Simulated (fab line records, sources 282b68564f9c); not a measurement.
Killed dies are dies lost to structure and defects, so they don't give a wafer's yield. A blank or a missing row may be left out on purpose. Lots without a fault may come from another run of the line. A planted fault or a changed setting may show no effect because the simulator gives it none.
Which tool did it? | flow rit_cmos | 15 lots, 45 wafers sampled, at 5 steps of a route of 202

WHAT THE GAUGES READ, wafer by wafer
RIT_ACTIVE_BOW_MEAS_00.
lot  | measured    | on            | INCOMING_BOW (um)
L460 | day 1 10:01 | film_metro-02 | 3 -7 -5
L461 | day 1 15:00 | film_metro-03 | -14 2 13
L462 | day 1 20:00 | film_metro-04 | -4 -2 9
L463 | day 2 01:01 | film_metro-03 | 6 7 5
L464 | day 2 06:04 | film_metro-03 | -6 -3 -3
L465 | day 2 11:00 | film_metro-04 | 10 8 -7
L466 | day 2 16:04 | film_metro-02 | 7 3 1
L469 | day 3 07:01 | film_metro-03 | 3 9 15
L471 | day 3 17:00 | film_metro-04 | 11 5 -2
L473 | day 4 03:00 | film_metro-03 | 13 -12 -1
L475 | day 4 13:00 | film_metro-02 | -3 0 11
L476 | day 4 18:00 | film_metro-02 | -9 -9 4
L477 | day 4 23:01 | film_metro-04 | 3 1 -6
L478 | day 5 04:00 | film_metro-04 | 1 5 0
L479 | day 5 09:01 | film_metro-02 | 4 -13 5

RIT_NWELL_TW_MEAS_10.
lot  | measured    | on            | NWELL_TW
L460 | day 1 21:55 | film_metro-02 | 2145 2144 2140
L461 | day 2 03:03 | film_metro-01 | 2146 2144 2142
L462 | day 2 09:10 | film_metro-01 | 2143 2150 2145
L463 | day 2 14:38 | film_metro-03 | 2141 2130 2135
L464 | day 2 18:37 | film_metro-03 | 2131 2132 2136
L465 | day 3 00:00 | film_metro-03 | 2118 2112 2128
L466 | day 3 04:01 | film_metro-01 | 2145 2124 2136
L469 | day 3 18:35 | film_metro-01 | 2317 2325 2315
L471 | day 4 05:41 | film_metro-01 | 2135 2130 2153
L473 | day 4 15:26 | film_metro-02 | 2325 2351 2336
L475 | day 5 00:08 | film_metro-01 | 2310 2332 2326
L476 | day 5 07:04 | film_metro-03 | 2126 2121 2137
L477 | day 5 12:50 | film_metro-02 | 2144 2144 2141
L478 | day 5 17:32 | film_metro-01 | 2130 2128 2146
L479 | day 6 00:26 | film_metro-01 | 2137 2132 2133

RIT_WELLDRIVE_RS_MEAS_01: measures by four-point-probe.
lot  | measured    | on            | NWELL_RS (ohm/sq)
L460 | day 2 04:37 | film_metro-01 | 275.7 274.7 275.5
L461 | day 2 09:45 | film_metro-03 | 275.6 275.3 275.8
L462 | day 2 17:39 | film_metro-03 | 273.6 274.5 275.3
L463 | day 2 22:46 | film_metro-01 | 275.3 275.7 276.1
L464 | day 3 02:28 | film_metro-03 | 274.8 275.8 276.0
L465 | day 3 06:41 | film_metro-01 | 275.1 276.7 275.2
L466 | day 3 10:52 | film_metro-02 | 275.0 273.9 274.0
L469 | day 4 01:30 | film_metro-01 | 234.7 234.7 234.6
L471 | day 4 12:23 | film_metro-03 | 276.7 276.3 275.5
L473 | day 4 22:10 | film_metro-03 | 235.8 235.3 236.1
L475 | day 5 08:01 | film_metro-01 | 235.0 235.3 235.8
L476 | day 5 13:53 | film_metro-03 | 276.5 276.2 275.4
L477 | day 5 19:40 | film_metro-01 | 273.9 274.1 274.4
L478 | day 6 00:23 | film_metro-02 | 274.9 274.8 275.3
L479 | day 6 07:16 | film_metro-01 | 276.3 275.4 275.7

RIT_REOX_THK_MEAS_04.
lot  | measured    | on            | REOX_OXIDE_THK (nm)
L460 | day 2 18:32 | film_metro-02 | 24.8 25.0 24.5
L461 | day 2 22:23 | film_metro-02 | 24.8 25.5 25.3
L462 | day 3 09:14 | film_metro-03 | 25.2 24.9 24.8
L463 | day 3 13:07 | film_metro-02 | 25.1 25.2 25.5
L464 | day 3 17:49 | film_metro-03 | 24.5 24.6 24.7
L465 | day 3 20:07 | film_metro-01 | 25.2 24.7 24.8
L466 | day 4 00:19 | film_metro-02 | 24.8 25.0 25.1
L469 | day 4 16:46 | film_metro-01 | 24.8 24.9 25.4
L471 | day 5 02:56 | film_metro-02 | 25.4 25.6 24.8
L473 | day 5 13:36 | film_metro-02 | 25.2 25.6 25.7
L475 | day 5 20:34 | film_metro-02 | 25.4 25.4 25.3
L476 | day 6 02:14 | film_metro-02 | 25.3 25.2 24.9
L477 | day 6 08:01 | film_metro-03 | 25.5 25.4 25.2
L478 | day 6 15:01 | film_metro-02 | 24.7 24.4 24.9
L479 | day 6 19:54 | film_metro-01 | 25.3 25.4 25.5

WHICH TOOL RAN EACH LOT (tool, then ch and the chambers of the sampled wafers, then the start)
lot  | RIT_NWELL_IMPLANT_08
L460 | implanter-01 ch 0, day 1 21:37
L461 | implanter-03 ch 0, day 2 02:44
L462 | implanter-03 ch 0, day 2 08:51
L463 | implanter-02 ch 0, day 2 14:20
L464 | implanter-02 ch 0, day 2 18:20
L465 | implanter-01 ch 0, day 2 23:40
L466 | implanter-03 ch 0, day 3 03:44
L469 | implanter-02 ch 0, day 3 18:16
L471 | implanter-03 ch 0, day 4 05:22
L473 | implanter-02 ch 0, day 4 15:07
L475 | implanter-02 ch 0, day 4 23:49
L476 | implanter-03 ch 0, day 5 06:44
L477 | implanter-03 ch 0, day 5 12:31
L478 | implanter-03 ch 0, day 5 17:13
L479 | implanter-01 ch 0, day 6 00:08
- RIT_NWELL_IMPLANT_08

WHAT THE TOOLS THEMSELVES READ (means of the sampled wafers that have a number; where no wafer has one, the mark that the record gives instead)
RIT_NWELL_IMPLANT_08.
lot  | tool         | dose_ions_cm2 | faraday_current_uA | tilt_deg (degrees)
L460 | implanter-01 | 4.996e+13     | 158                | 6.993
L461 | implanter-03 | 4.999e+13     | 157                | 6.974
L462 | implanter-03 | 5.000e+13     | 157                | 6.985
L463 | implanter-02 | 4.998e+13     | 159                | 6.993
L464 | implanter-02 | 5.007e+13     | 160                | 6.991
L465 | implanter-01 | 4.994e+13     | 155                | 6.989
L466 | implanter-03 | 5.007e+13     | 156                | 7.013
L469 | implanter-02 | 6.506e+13     | 204                | 7.004
L471 | implanter-03 | 5.003e+13     | 157                | 7.000
L473 | implanter-02 | 6.498e+13     | 205                | 6.984
L475 | implanter-02 | 6.501e+13     | 205                | 6.989
L476 | implanter-03 | 5.002e+13     | 160                | 7.009
L477 | implanter-03 | 5.005e+13     | 158                | 7.036
L478 | implanter-03 | 4.996e+13     | 156                | 7.017
L479 | implanter-01 | 5.001e+13     | 154                | 7.005

THE ANSWER, worked out from the rows above alone
Rule: what is usual is taken from the lots themselves. Put in order of their means at a reading, lots are off if they are a third of the lots or fewer, leave a main group of 4 or more, and stand apart from it by a gap of 3 or more times the standard deviation of the main group's means; of several such gaps the widest counts. A main group whose means are all the same, to the digits that the tables above print for the reading, isn't used. A lot without any number at a reading at which 4 lots or more have one is off too. The other lots that the step has rows for count as sound. The gauges are gone through in route order, then the tools' own readings, and for those a lot's mean is taken as printed above. The first step at which some lot is off is used, and at that step the reading that is off furthest; a lot without a number counts as furthest.
Off: L469, L473, L475, at RIT_NWELL_TW_MEAS_10 (NWELL_TW). The main group: mean 2136, standard deviation 7.2.
A tool fits if, at a process step before that reading, it ran every lot that is off, and no sound lot after the first of them. The gauges at RIT_NWELL_TW_MEAS_10 aren't tried: what is off there is off at RIT_NWELL_IMPLANT_08 too, on other tools, and a gauge's error can't cause that. One fits: implanter-02 at RIT_NWELL_IMPLANT_08. Its last sound lot is L464 (day 2 18:20), its first lot that is off L469 (day 3 18:16): a fault that began between those two fits.
The tool's own readings at RIT_NWELL_IMPLANT_08 bear it out: on the lots that are off they differ by more than 5 times the standard deviation of the sound lots' means. dose_ions_cm2 reads 6.502e+13 there against 5.001e+13 on the sound lots; faraday_current_uA reads 205 there against 157 on the sound lots.

WHAT THE SIMULATOR HAD PUT IN
Process parameter drift: implanter-02, from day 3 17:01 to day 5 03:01, at RIT_NWELL_IMPLANT_08. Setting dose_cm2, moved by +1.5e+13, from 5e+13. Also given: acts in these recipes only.
Lots struck among those shown: L469, L473, L475. The rule above found the same.
